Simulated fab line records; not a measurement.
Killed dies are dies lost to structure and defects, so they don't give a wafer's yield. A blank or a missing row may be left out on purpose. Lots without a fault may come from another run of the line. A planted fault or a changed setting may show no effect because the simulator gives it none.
Split-lot experiment | flow rit cmos | on a route of 202 steps: 5 lots, 23 wafers read

== ON THE SPLIT ==
At RIT_NRETRO_IMPLANT_08, the setting energy kev was moved away from the recipe's 70 on 8 of the 23 wafers read, by -5.3% to +4.7%. This setting was run at the recipe's value on the other wafers.

== SPLIT TO READING: what lies between them in the file, 1 step ==
- RIT_NRETRO_STRIP_09: strips in O2, time 180 s

== THE READING ==
NRETRO_TW, at RIT_NRETRO_TW_MEAS_10. A value of 1046 with a standard deviation of 6.7 is what fault-free wafers of this fab line usually give.

wafer  | tool, chamber at the split | energy kev as run | against the recipe | NRETRO_TW | against lot-mates on the recipe
L075.1 | implanter-04, 0            | 70                | recipe             | 1047      | -
L075.2 | implanter-04, 0            | 66.29             | -5.3%              | 1039      | -10
L075.4 | implanter-04, 0            | 70                | recipe             | 1046      | -
L075.5 | implanter-04, 0            | 70                | recipe             | 1053      | -
L075.6 | implanter-04, 0            | 66.29             | -5.3%              | 1037      | -12
L080.1 | implanter-04, 0            | 73.3              | +4.7%              | 1061      | +13
L080.2 | implanter-04, 0            | 73.3              | +4.7%              | 1066      | +18
L080.3 | implanter-04, 0            | 70                | recipe             | 1048      | -
L080.5 | implanter-04, 0            | 70                | recipe             | 1046      | -
L080.6 | implanter-04, 0            | 70                | recipe             | 1051      | -
L081.1 | implanter-03, 0            | 70                | recipe             | 1055      | -
L081.2 | implanter-03, 0            | 70                | recipe             | 1048      | -
L081.4 | implanter-03, 0            | 73.18             | +4.5%              | 1066      | +12
L081.5 | implanter-03, 0            | 70                | recipe             | 1058      | -
L081.6 | implanter-03, 0            | 73.18             | +4.5%              | 1068      | +14
L084.1 | implanter-04, 0            | 72.79             | +4.0%              | 1056      | +12
L084.3 | implanter-04, 0            | 70                | recipe             | 1042      | -
L084.4 | implanter-04, 0            | 70                | recipe             | 1047      | -
L084.5 | implanter-04, 0            | 72.79             | +4.0%              | 1052      | +8
L084.6 | implanter-04, 0            | 70                | recipe             | 1044      | -
L085.3 | implanter-03, 0            | 70                | recipe             | 1037      | -
L085.4 | implanter-03, 0            | 70                | recipe             | 1036      | -
L085.5 | implanter-03, 0            | 70                | recipe             | 1039      | -

FIT RESULTS
A straight line over all 23 wafers: NRETRO_TW changes by +2.74 for each +1% of energy kev; r = +0.78; the points scatter about the line by 6.2.
The same after taking each lot's own level away (the mean of its wafers on the recipe; 23 wafers): +2.56 for each +1%; r = +0.93; scatter 2.8.
The reading moves by 14 for the largest change in energy kev, on that fit.
The span of the lots' own levels, 1037.3 to 1053.7, comes to 2.4 times the standard deviation stated above.
So the lot-to-lot level blurs the effect unless lot-mates are compared.
Check: with one of the wafers moved furthest among these (-5.3%) left out of the fit, the line predicts -14.1 for it against its lot-mates. Against them it came out at -9.67.

== OTHER SPLITS ON THESE WAFERS ==
These wafers also went through other splits before the reading. Each is held against what the fit with the lots' levels taken away leaves over:
other split on the same wafers    | wafers away from the commonest value | r with NRETRO_TW (lot level and that fit taken away)
RIT_ACTIVE_OXIDATION_01 ox time s | 10                                   | +0.03
RIT_FOX2_OXIDATION_00 ox time s   | 15                                   | +0.00
RIT_NWELL_COAT_01 spin rpm        | 12                                   | -0.10

== THE FILE'S OWN FIT ==
NRETRO_TW changes by +2.67 for each +1% of energy kev, r = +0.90.
